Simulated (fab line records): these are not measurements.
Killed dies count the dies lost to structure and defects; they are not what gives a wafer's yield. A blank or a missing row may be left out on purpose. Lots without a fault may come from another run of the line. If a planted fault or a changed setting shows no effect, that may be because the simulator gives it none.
2 desks looking at one fault + flow rit_cmos + every desk sees just its own numbers, and what lay behind them comes last

## METROLOGY DESK
Lot by lot, what the gauges showed, no matter which tool ran the lot: averages of those sampled wafers that carry a number. A lot is out of limits, marked OUT, if its mean lies more than 4 standard deviations from the usual mean; the brackets give that distance.
Columns: A = NSD_TW at RIT_NSD_TW_MEAS_10, usual 3100; B = NSD_RS at RIT_SDANNEAL_RS_MEAS_05, usual 84.50 ohm/sq
| lot  | first seen here | A              | B                       |
|------|-----------------|----------------|-------------------------|
| L563 | day 3 07:27     | 3080           | 84.52                   |
| L564 | day 3 11:15     | 3119           | 84.81                   |
| L565 | day 3 17:08     | 3129           | 83.98                   |
| L566 | day 4 02:43     | 3078           | 84.79                   |
| L567 | day 4 04:37     | 3080           | 84.44                   |
| L569 | day 4 13:11     | 3451 (+13) OUT | 54.16 (-99 or more) OUT |
| L574 | day 5 22:13     | 3444 (+13) OUT | 54.18 (-99 or more) OUT |
| L575 | day 6 00:13     | 3116           | 84.81                   |
| L578 | day 6 17:05     | 3086           | 84.30                   |
| L580 | day 6 20:31     | 3076           | 84.95                   |
| L581 | day 7 05:20     | 3129           | 84.39                   |
| L582 | day 7 10:32     | 3093           | 84.59                   |
| L584 | day 8 00:35     | 3113           | 84.45                   |
| L585 | day 8 03:09     | 3133           | 84.64                   |
Finding of this desk: L569, L574 out of limits, first seen on L569 at day 4 13:11 (NSD_TW at RIT_NSD_TW_MEAS_10). L563, L564, L565, L566, L567, L575, L578, L580, L581, L582, L584, L585: within limits.

## THE TOOL OWNER'S DESK: implanter-02
The tool's own readings at RIT_NSD_IMPLANT_08, given as means over the sampled wafers that have a number, one for each lot that went through this tool. A lot is out of limits, marked OUT, if its mean lies more than 4 standard deviations from the usual mean; the brackets give that distance.
Columns: A = dose_ions_cm2 at RIT_NSD_IMPLANT_08, usual 1.0003e+15; B = end_station_pressure_torr at RIT_NSD_IMPLANT_08, usual 7.4e-06 Torr; C = faraday_current_uA at RIT_NSD_IMPLANT_08, usual 3138; D = tilt_deg at RIT_NSD_IMPLANT_08, usual 7.001 degrees
| lot  | first seen here | A                            | B                  | C              | D     |
|------|-----------------|------------------------------|--------------------|----------------|-------|
| L564 | day 3 10:56     | 9.9887e+14                   | 7.4e-06            | 3120           | 6.992 |
| L565 | day 3 16:50     | 1.0006e+15                   | 7.6e-06            | 3092           | 6.978 |
| L569 | day 4 12:51     | 1.8746e+15 (+99 or more) OUT | 9.7e-06 (+6.0) OUT | 5837 (+49) OUT | 6.995 |
| L574 | day 5 21:53     | 1.8743e+15 (+99 or more) OUT | 9.6e-06 (+5.9) OUT | 5815 (+49) OUT | 7.013 |
| L584 | day 8 00:16     | 9.9943e+14                   | 7.4e-06            | 3093           | 6.996 |
Finding of this desk: L569, L574 out of limits; the first was L569 at day 4 12:51, on dose_ions_cm2 at RIT_NSD_IMPLANT_08. L564, L565, L584: within limits.

## TAKEN TOGETHER
At day 4 12:51, on L569, L574, the tool owner's desk was in a position to raise an alarm.
At day 4 13:11 the metrology desk could have sounded an alarm, on L569, L574.
All the named lots went through RIT_NSD_IMPLANT_08 on implanter-02.

## WHAT HAD BEEN PUT IN BY THE SIMULATOR
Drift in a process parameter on implanter-02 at RIT_NSD_IMPLANT_08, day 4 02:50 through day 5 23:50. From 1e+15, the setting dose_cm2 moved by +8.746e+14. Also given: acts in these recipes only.
Struck lots among those shown: L569, L574.
Counting hours from when the fault started, the first reading out of limits came at 10 for the tool owner's desk and at 10 for the metrology desk.
